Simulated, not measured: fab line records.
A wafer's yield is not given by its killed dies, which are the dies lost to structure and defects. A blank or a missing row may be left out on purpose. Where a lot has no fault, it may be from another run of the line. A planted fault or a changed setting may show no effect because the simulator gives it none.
Split-lot experiment + flow rit cmos + route with 202 steps; 5 lots, 23 wafers read

== ON THE SPLIT ==
At RIT_PRETRO_SOFTBAKE_02 (time 60 s), the setting temp c was moved away from the recipe's 90 C on 10 of the 23 wafers read, by -3.7% to +3.0%. The other wafers ran this setting at the recipe's value.

== FROM THE SPLIT TO THE READING: what the file shows between them, 2 steps ==
- RIT_PRETRO_EXPOSE_03: exposes mask M5, target cd 43700 nm
- RIT_PRETRO_PEB_04

== THE READING ==
NOVOLAK_of_PRETRO_COAT_01.thk nm (the simulator's own value, which no gauge read), in nm, at RIT_PRETRO_DEVELOP_05 (develop time 68 s). The file gives no usual value for it. The 13 wafers here that ran the recipe average 1300 nm, standard deviation 2.2 nm.

| wafer  | tool, chamber at the split | temp c as run, C | against the recipe | NOVOLAK_of_PRETRO_COAT_01.thk nm, nm | against lot-mates on the recipe |
|--------|----------------------------|------------------|--------------------|--------------------------------------|---------------------------------|
| L074.1 | litho track-03, 0          | 87.58            | -2.7%              | 1312                                 | +11                             |
| L074.2 | litho track-03, 0          | 87.58            | -2.7%              | 1308                                 | +7                              |
| L074.3 | litho track-03, 0          | 90               | recipe             | 1302                                 | -                               |
| L074.4 | litho track-03, 0          | 90               | recipe             | 1300                                 | -                               |
| L074.5 | litho track-03, 0          | 87.58            | -2.7%              | 1306                                 | +5                              |
| L079.1 | litho track-04, 0          | 92.66            | +3.0%              | 1292                                 | -9                              |
| L079.2 | litho track-04, 0          | 92.66            | +3.0%              | 1289                                 | -12                             |
| L079.3 | litho track-04, 0          | 90               | recipe             | 1300                                 | -                               |
| L079.4 | litho track-04, 0          | 90               | recipe             | 1300                                 | -                               |
| L079.5 | litho track-04, 0          | 90               | recipe             | 1302                                 | -                               |
| L081.1 | litho track-03, 0          | 90               | recipe             | 1298                                 | -                               |
| L081.6 | litho track-03, 0          | 90               | recipe             | 1298                                 | -                               |
| L081.5 | litho track-03, 0          | 90               | recipe             | 1302                                 | -                               |
| L082.1 | litho track-04, 0          | 90               | recipe             | 1295                                 | -                               |
| L082.2 | litho track-04, 0          | 86.65            | -3.7%              | 1312                                 | +12                             |
| L082.3 | litho track-04, 0          | 90               | recipe             | 1302                                 | -                               |
| L082.6 | litho track-04, 0          | 90               | recipe             | 1302                                 | -                               |
| L082.4 | litho track-04, 0          | 86.65            | -3.7%              | 1311                                 | +11                             |
| L085.1 | litho track-04, 0          | 87.63            | -2.6%              | 1308                                 | +6                              |
| L085.3 | litho track-04, 0          | 87.63            | -2.6%              | 1308                                 | +6                              |
| L085.2 | litho track-04, 0          | 90               | recipe             | 1303                                 | -                               |
| L085.5 | litho track-04, 0          | 90               | recipe             | 1301                                 | -                               |
| L085.6 | litho track-04, 0          | 87.63            | -2.6%              | 1306                                 | +4                              |

THE FIT
A straight line over all 23 wafers: NOVOLAK_of_PRETRO_COAT_01.thk nm changes by -3.04 nm for each +1% of temp c; r = -0.94; the points scatter about the line by 2.1 nm.
The same after taking each lot's own level away (the mean of its wafers on the recipe; 23 wafers): -2.96 nm for each +1%; r = -0.93; scatter 2.1 nm.
That fit puts the effect of the largest move of temp c on the reading at 11 nm.
The lots' own levels span 1299.3 to 1302.0 nm, that is 1.2 times the standard deviation above.
The two slopes are in agreement: the lot-to-lot level therefore moves the slope only a little.
Check: with one of the wafers moved furthest among these (-3.7%) left out of the fit, the line predicts +10.3 nm for it against its lot-mates. It came out at +12.3 nm against them.

== OTHER SPLITS ON THESE WAFERS ==
Note: prior to the reading, these wafers also went through further splits. Each is held against what the fit with the lots' levels taken away leaves over:
| other split on the same wafers  | wafers away from the commonest value | r with NOVOLAK_of_PRETRO_COAT_01.thk nm (lot level and that fit taken away) |
|---------------------------------|--------------------------------------|-----------------------------------------------------------------------------|
| RIT_ACTIVE_CVD_03 time s        | 18                                   | -0.22                                                                       |
| RIT_ACTIVE_ETCH_13 rf w         | 8                                    | -0.15                                                                       |
| RIT_FOX2_CLEAN_02 time s        | 10                                   | -0.16                                                                       |
| RIT_NWELL_IMPLANT_08 energy kev | 8                                    | +0.43                                                                       |
| RIT_NRETRO_COAT_01 spin rpm     | 7                                    | +0.35                                                                       |

== THE FILE'S OWN FIT ==
NOVOLAK_of_PRETRO_COAT_01.thk nm changes by -2.9 nm for each +1% of temp c, r = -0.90.
